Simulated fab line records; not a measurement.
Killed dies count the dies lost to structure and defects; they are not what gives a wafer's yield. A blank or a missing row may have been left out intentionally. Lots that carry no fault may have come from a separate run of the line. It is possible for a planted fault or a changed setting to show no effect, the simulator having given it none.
2 desks looking at one fault | flow berkeleyCmos170 | numbers are kept per desk, each desk with only its own; the story behind them comes last

FOR THE TOOL OWNER'S DESK: rieMetal-03
The tool's own readings at UCB170_M3_METAL_ETCH_18 (etches Al in Cl2/BCl3, stops on SiO2, target depth 1170 nm, time 195 s): means of the sampled wafers that have a number, for each lot that ran on this tool. A lot is out of limits, marked OUT, if its mean lies more than 4 standard deviations from the usual mean; the brackets give that distance.
Columns: A = biasW at UCB170_M3_METAL_ETCH_18, usual 120.0 W; B = drypumpMotorCurrentA at UCB170_M3_METAL_ETCH_18, usual 6.0 A; C = oesProductAu at UCB170_M3_METAL_ETCH_18, usual 0.861 a.u.; D = runLengthS at UCB170_M3_METAL_ETCH_18, usual 223.4 s; E = throttleValvePct at UCB170_M3_METAL_ETCH_18, usual 24.57 %
lot  | first seen here | A     | B   | C     | D               | E
L356 | day 9 08:58     | 119.8 | 6.2 | 0.859 | 224.0           | 24.41
L363 | day 10 10:46    | 120.5 | 6.2 | 0.819 | 238.8 (+32) OUT | 24.42
L366 | day 10 22:28    | 119.9 | 6.2 | 0.815 | 238.9 (+32) OUT | 24.42
This desk's verdict: out of limits on L363, L366, starting with L363 at day 10 10:46 (runLengthS at UCB170_M3_METAL_ETCH_18). Within limits: L356.

FROM THE METROLOGY DESK
What the gauges read for every lot (on any tool): the sampled wafers with a number, averaged. A lot is out of limits, marked OUT, if its mean lies more than 4 standard deviations from the usual mean; the brackets give that distance.
Columns: A = WELLDRIVE_OXIDE_THK at UCB170_WELLDRIVE_THK_MEAS_02, usual 197 nm; B = SACOX_OXIDE_THK at UCB170_SACOX_THK_MEAS_02, usual 14.29 nm; C = cdNm at UCB170_GATE_CD_MEAS_12, usual 349.9 nm
lot  | first seen here | A   | B     | C
L356 | day 4 01:55     | 198 | 14.00 | 350.5
L355 | day 4 01:55     | 200 | 14.31 | 350.1
L361 | day 5 02:19     | 204 | 14.43 | 350.0
L363 | day 5 15:40     | 195 | 14.28 | 349.8
L364 | day 6 04:37     | 200 | 14.36 | 346.6
L366 | day 6 11:13     | 197 | 14.39 | 348.0
L367 | day 6 11:13     | 194 | 14.08 | 351.3
L369 | day 6 22:59     | 193 | 14.32 | 351.3
L368 | day 6 22:59     | 193 | 14.47 | 348.1
L371 | day 7 05:31     | 197 | 14.13 | 349.9
L377 | day 8 06:21     | 201 | 14.41 | 352.6
L375 | day 8 06:22     | 193 | 14.15 | 351.7
L376 | day 8 12:36     | 201 | 14.18 | 349.7
L374 | day 8 12:37     | 196 | 14.17 | 351.3
This desk found nothing out of limits on any of the 14 lots.

TAKEN TOGETHER
At day 10 10:46, on L363, L366, the tool owner's desk was in a position to raise an alarm.
At the metrology desk, nothing out of limits was observed.
The metrology desk holds a record of L363, L366, inside its limits.
The lots listed all ran UCB170_M3_METAL_ETCH_18 on rieMetal-03.

WHAT THE SIMULATOR PUT IN
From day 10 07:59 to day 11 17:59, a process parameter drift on rieMetal-03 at UCB170_M3_METAL_ETCH_18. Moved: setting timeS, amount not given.
Lots struck among those shown: L363, L366.
How many hours passed from the start of the fault until each desk's first out-of-limits reading: the tool owner's desk, 3.
